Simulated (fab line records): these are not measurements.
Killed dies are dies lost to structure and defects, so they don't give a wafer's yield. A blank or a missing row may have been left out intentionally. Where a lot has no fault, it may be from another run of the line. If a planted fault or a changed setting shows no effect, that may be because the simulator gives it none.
Struck lot and sound lot, side by side / flow berkeley-cmos170 / 15 out of 331 route steps
Sound: the wafers L477.1, L477.4, L477.6. Struck: wafers L490.1, L490.3, L490.5. Last of all comes the cause.
Each step with rows lists, per side, the tool, then ch with its chambers, then its first start. Under that, the readings that differ: sound wafers / struck wafers / difference of the means / sigmas: that difference in standard deviations of wafers without a fault.
alike: words and numbers the same on both sides, and readings whose means are apart by under 2 such deviations; not compared: readings that were withheld, readings missing a value for some wafer, numbers with overlapping values and no deviation given by the record, and bounds like >300 which may hide the same value.
Wherever a step has rows on one side only, a row that says differs or no value, or a row with sigmas, the two part there. When numbers do not overlap yet have no deviation, they are printed without sigmas and do not part them. Lack of a reading on every wafer of one side parts them only where that side has two or more wafers.

first, 1 step without rows for these wafers: UCB170_NWELL_DEVELOP_11 (develop time 45 s).
UCB170_NWELL_OVL_MEAS_12:
  struck on overlay-01, day 6 06:22; sound on overlay-01, day 3 14:23
  alike: NWELL_OVL
UCB170_NWELL_ETCH_13: etches Si3N4 in CH3F/Ar/O2, stops on SiO2, target depth 246.4 nm, time 154 s.
  sound on rie-diel-02 ch 1,2, day 3 14:26; struck on rie-diel-01 ch 0,2,3, day 6 06:25
  alike: drypump-motor-current-A, oes-product-au, throttle-valve-pct
  not compared: rf-hours-counter-h
next, for these wafers, 1 step has no rows: UCB170_NWELL_IMPLANT_14.
UCB170_NWELL_STRIP_15: strips in O2.
  sound on plasma-asher-01 ch 0,1, day 3 14:41; struck on plasma-asher-01 ch 0,1, day 6 06:41
  alike: drypump-motor-current-A, oes-product-au, strip-time-to-endpoint-s
  not compared: rf-hours-counter-h
UCB170_NWELL_TW_MEAS_16:
  struck on film-metro-01, day 6 06:47; sound on film-metro-01, day 3 14:47
  alike: NWELL_TW
then, 6 steps without rows for these wafers: UCB170_NWELL_CLEAN_17 (cleans in SPM, time 600 s); UCB170_NWELL_WET_ETCH_18 (etches Si3N4 in H3PO4, time 14400 s); UCB170_NWELL_WET_ETCH_19 (etches SiO2 in BOE, time 22 s); UCB170_PWELL_CLEAN_00 (cleans in SPM, time 600 s); UCB170_PWELL_CLEAN_01 (cleans in dHF, time 60 s); UCB170_PWELL_OXIDATION_02 (target thk 26.4 nm, ox time 1260 s).
UCB170_PWELL_THK_MEAS_03:
  struck on film-metro-04, day 6 17:27; sound on film-metro-04, day 4 02:51
reading=PWELL_OXIDE_THK (nm); sound=26.8 27.3 27.1; struck=28.6 29.0 28.8; difference=+1.7; sigmas=+3
then, 1 step without rows for these wafers: UCB170_PWELL_ANNEAL_04 (time 900 s).
-- the record jumps here: 7 days lie between the struck wafers' starts before and after (it left off in module PWELL and takes up again in module M3, whose first step shown is number 331 of the route) --
UCB170_M3_PROBE_99:
  the record has rows for the struck wafers here (prober-01, day 13 14:10) and none for the sound ones

## WHERE THEY PART
Last at UCB170_M3_PROBE_99 as far as this record goes, first at UCB170_PWELL_THK_MEAS_03.

WHY: whatever the simulator had introduced
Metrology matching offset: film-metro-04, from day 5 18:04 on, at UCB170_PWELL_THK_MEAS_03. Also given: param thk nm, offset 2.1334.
